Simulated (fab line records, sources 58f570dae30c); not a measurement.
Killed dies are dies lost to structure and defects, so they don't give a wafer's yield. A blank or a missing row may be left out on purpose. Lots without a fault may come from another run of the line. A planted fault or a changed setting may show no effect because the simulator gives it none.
A struck lot beside a sound one | flow berkeley_cmos170 | 16 steps out of a route of 331
Sound: wafers L868.1, L868.4, L868.6. Struck: wafers L870.1, L870.2, L870.3. The cause comes at the end.
At each step with rows: each side's tool, then ch and its chambers, then its first start. Under that, the readings that differ: sound wafers | struck wafers | difference of the means | sigmas: that difference in standard deviations of wafers without a fault.
alike: readings whose means differ by less than 2 such deviations, and words and numbers that are the same on both sides. not compared: withheld readings, readings that some wafer has no value for, bounds like >300 that may hide the same value, and numbers for which the record gives no deviation and whose values overlap.
The two part at a step that has a row with sigmas, a row that says differs or no value, or rows on one side only. Numbers that don't overlap but have no deviation are shown without sigmas and don't part them. A reading that every wafer of one side lacks parts them only if that side has two wafers or more.

UCB170_ACTIVE_OVL_MEAS_14:
  sound on overlay-01, day 5 00:20; struck on overlay-01, day 6 06:59
  alike: ACTIVE_OVL
UCB170_ACTIVE_ETCH_15: etches Si3N4 in CH3F/Ar/O2, stops on SiO2, target depth 242 nm, time 151 s.
  sound on rie_diel-02 ch 1,2,3, day 5 00:22; struck on rie_diel-02 ch 0,2,3, day 6 07:02
  alike: chamber_pressure_mTorr, drypump_motor_current_A, oes_product_au, throttle_valve_pct
  not compared: rf_hours_counter_h
UCB170_ACTIVE_STRIP_16: strips in O2.
  sound on plasma_asher-01 ch 0,1, day 5 00:28; struck on plasma_asher-02 ch 0,1, day 6 07:08
  alike: chamber_pressure_mTorr, drypump_motor_current_A, o2_flow_sccm, oes_product_au, strip_time_to_endpoint_s
  not compared: rf_hours_counter_h
UCB170_ACTIVE_CD_MEAS_90: target cd 1200 nm.
  sound on cd_sem-01, day 5 00:34; struck on cd_sem-01, day 6 07:14
  alike: cd_nm
then, 7 steps without rows for these wafers: UCB170_ACTIVE_CLEAN_17 (cleans in SPM, time 600 s); UCB170_PFIELD_HMDS_00 (prime time 60 s); UCB170_PFIELD_COAT_01 (resist thk 900 nm); UCB170_PFIELD_SOFTBAKE_02 (time 60 s); UCB170_PFIELD_EXPOSE_03 (exposes mask PFIELD, target cd 1500 nm); UCB170_PFIELD_PEB_04; UCB170_PFIELD_DEVELOP_05 (develop time 45 s).
UCB170_PFIELD_OVL_MEAS_06:
  sound on overlay-01, day 5 02:01; struck on overlay-01, day 6 11:53
  alike: PFIELD_OVL
UCB170_PFIELD_IMPLANT_07:
  sound on implanter-02 ch 0, day 5 02:02; struck on implanter-01 ch 0, day 6 11:55
  reading                   | sound             | struck            | difference | sigmas
  implant_ion_amu           | 11 11 11          | 31 31 31          | +20        |
  model.implant.rp_nm (nm)  | 264.5 264.5 264.5 | 100.3 100.3 100.3 | -164.2     |
  model.implant.drp_nm (nm) | 74.86 74.86 74.86 | 37.93 37.93 37.93 | -36.93     |
  alike: tilt_deg
UCB170_PFIELD_STRIP_08: strips in O2.
  sound on plasma_asher-04 ch 0,1, day 5 02:11; struck on plasma_asher-03 ch 0,1, day 6 12:04
  alike: chamber_pressure_mTorr, drypump_motor_current_A, o2_flow_sccm, oes_product_au, strip_time_to_endpoint_s
  not compared: rf_hours_counter_h
UCB170_PFIELD_TW_MEAS_09:
  sound on film_metro-01, day 5 02:17; struck on film_metro-04, day 6 12:10
  reading   | sound       | struck         | difference | sigmas
  PFIELD_TW | 603 603 609 | 1343 1351 1343 | +741       | +99 or more
then, 1 step without rows for these wafers: UCB170_FIELD_CLEAN_00 (cleans in dHF, time 7.5 s).

WHERE THEY PART
Only at UCB170_PFIELD_TW_MEAS_09, within this record.

WHY: what the simulator had put in
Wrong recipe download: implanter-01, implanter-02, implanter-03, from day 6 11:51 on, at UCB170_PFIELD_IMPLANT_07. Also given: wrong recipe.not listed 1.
